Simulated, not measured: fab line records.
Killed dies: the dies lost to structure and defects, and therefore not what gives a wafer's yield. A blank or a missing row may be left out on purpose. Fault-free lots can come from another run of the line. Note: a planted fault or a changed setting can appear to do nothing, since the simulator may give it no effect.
Which of the tools did it? | flow berkeley cmos170 | Sampling: 15 lots, 45 wafers, 4 of 331 route steps

## WHAT EACH GAUGE READ, for each wafer
UCB170_V1_CD_MEAS_12 targets a cd of 700 nm.
lot  | measured     | on        | cd nm (nm)
L570 | day 8 11:04  | cd sem-02 | 699.6 699.4 698.7
L571 | day 8 10:55  | cd sem-01 | 699.8 701.0 699.9
L573 | day 9 00:10  | cd sem-01 | 699.9 700.5 701.2
L572 | day 8 21:55  | cd sem-01 | 701.3 702.4 703.4
L574 | day 9 09:25  | cd sem-01 | 698.3 699.8 699.3
L575 | day 9 07:48  | cd sem-01 | 700.0 698.2 699.7
L577 | day 10 09:30 | cd sem-01 | 699.9 700.5 700.1
L578 | day 10 07:59 | cd sem-01 | 700.2 698.7 699.7
L579 | day 10 08:16 | cd sem-01 | 699.9 699.3 700.7
L580 | day 10 17:01 | cd sem-02 | 701.3 701.8 701.4
L582 | day 10 19:07 | cd sem-01 | 698.2 699.3 697.9
L587 | day 12 01:44 | cd sem-02 | 701.2 701.1 701.2
L588 | day 12 05:51 | cd sem-01 | 701.7 701.2 700.5
L590 | day 12 18:41 | cd sem-01 | 699.5 701.3 698.1
L593 | day 13 12:07 | cd sem-01 | 699.8 698.9 699.9

UCB170_V2_BOW_MEAS_03.
lot  | measured     | on            | V2_BOW (um)
L570 | day 8 14:56  | film metro-02 | 33 25 38
L571 | day 8 14:40  | film metro-04 | 44 40 45
L573 | day 9 03:44  | film metro-04 | 36 28 44
L572 | day 9 01:41  | film metro-02 | 34 37 31
L574 | day 9 13:07  | film metro-04 | 40 39 27
L575 | day 9 11:23  | film metro-03 | 27 48 31
L577 | day 10 13:13 | film metro-03 | 38 33 47
L578 | day 10 12:04 | film metro-04 | 40 37 23
L579 | day 10 13:06 | film metro-04 | 29 42 43
L580 | day 10 22:17 | film metro-02 | 30 27 32
L582 | day 11 00:17 | film metro-03 | 27 40 29
L587 | day 12 05:23 | film metro-04 | 36 45 56
L588 | day 12 09:41 | film metro-04 | 36 50 47
L590 | day 12 23:06 | film metro-04 | 46 40 49
L593 | day 13 15:46 | film metro-04 | 31 27 39

UCB170_V2_CD_MEAS_90 targets a cd of 700 nm.
lot  | measured     | on        | cd nm (nm)
L570 | day 8 16:56  | cd sem-02 | 700.3 699.2 702.1
L571 | day 8 16:37  | cd sem-01 | 700.9 699.7 701.2
L573 | day 9 05:50  | cd sem-02 | 700.3 700.0 701.4
L572 | day 9 03:19  | cd sem-01 | 700.2 701.4 701.3
L574 | day 9 14:46  | cd sem-02 | 701.9 701.6 702.1
L575 | day 9 13:33  | cd sem-01 | 702.0 700.7 701.0
L577 | day 10 15:23 | cd sem-02 | 701.9 702.5 702.4
L578 | day 10 13:58 | cd sem-01 | 699.0 699.3 698.8
L579 | day 10 15:07 | cd sem-01 | 699.2 700.5 701.7
L580 | day 10 23:55 | cd sem-02 | 702.3 702.4 703.4
L582 | day 11 02:29 | cd sem-01 | 698.6 697.4 699.2
L587 | day 12 07:11 | cd sem-01 | 700.0 700.1 700.7
L588 | day 12 11:55 | cd sem-01 | 698.9 698.4 699.9
L590 | day 13 00:58 | cd sem-01 | 700.9 702.1 700.9
L593 | day 13 17:50 | cd sem-02 | 700.6 703.2 701.2

## EACH LOT AND THE TOOL THAT RAN IT (in order: tool; ch and the chambers of the sampled wafers; start)
lot  | UCB170_NWELL_WET_ETCH_18
L570 | wet bench-03 ch 1, day 2 08:46
L571 | wet bench-02 ch 2, day 2 15:02
L573 | wet bench-03 ch 1, day 3 00:21
L572 | wet bench-02 ch 3, day 3 00:28
L574 | wet bench-02 ch 0, day 3 08:57
L575 | wet bench-04 ch 3, day 3 18:16
L577 | wet bench-03 ch 2, day 4 04:53
L578 | wet bench-02 ch 1, day 4 06:33
L579 | wet bench-02 ch 2, day 4 06:33
L580 | wet bench-02 ch 0, day 4 17:13
L582 | wet bench-03 ch 2, day 5 00:34
L587 | wet bench-02 ch 1, day 6 00:07
L588 | wet bench-02 ch 0, day 6 07:50
L590 | wet bench-02 ch 2, day 6 17:29
L593 | wet bench-03 ch 3, day 7 14:02
- UCB170_NWELL_WET_ETCH_18: etches Si3N4 in H3PO4, time 14400 s.

## WHAT THE TOOLS THEMSELVES READ (means of the sampled wafers that have a number; where no wafer has one, the mark that the record gives instead)
UCB170_NWELL_WET_ETCH_18.
lot  | tool         | temp c (C)
L570 | wet bench-03 | 160.26
L571 | wet bench-02 | 160.09
L573 | wet bench-03 | 159.91
L572 | wet bench-02 | 159.99
L574 | wet bench-02 | 160.35
L575 | wet bench-04 | 159.77
L577 | wet bench-03 | 160.07
L578 | wet bench-02 | 160.08
L579 | wet bench-02 | 159.88
L580 | wet bench-02 | 159.87
L582 | wet bench-03 | 159.83
L587 | wet bench-02 | 159.95
L588 | wet bench-02 | 160.15
L590 | wet bench-02 | 159.97
L593 | wet bench-03 | 159.93

## THE ANSWER, worked out from the rows above alone
Rule: the usual values come from the lots themselves. Put in order of their means at a reading, lots are off if they are a third of the lots or fewer, leave a main group of 4 or more, and stand apart from it by a gap of 3 or more times the standard deviation of the main group's means; of several such gaps the widest counts. A main group is skipped when, at the precision printed for the reading in the tables above, its means are all equal. Also off: a lot with no number at a reading for which 4 or more lots have one. The other lots that the step has rows for count as sound. The gauges are gone through in route order, then the tools' own readings, and for those a lot's mean is taken as printed above. At the first step where some lot is off, the reading lying furthest off is the one used; lots without a number count as furthest.
None of the lots is off at any reading shown; this tells nothing.

## WHAT HAD BEEN PUT IN BY THE SIMULATOR
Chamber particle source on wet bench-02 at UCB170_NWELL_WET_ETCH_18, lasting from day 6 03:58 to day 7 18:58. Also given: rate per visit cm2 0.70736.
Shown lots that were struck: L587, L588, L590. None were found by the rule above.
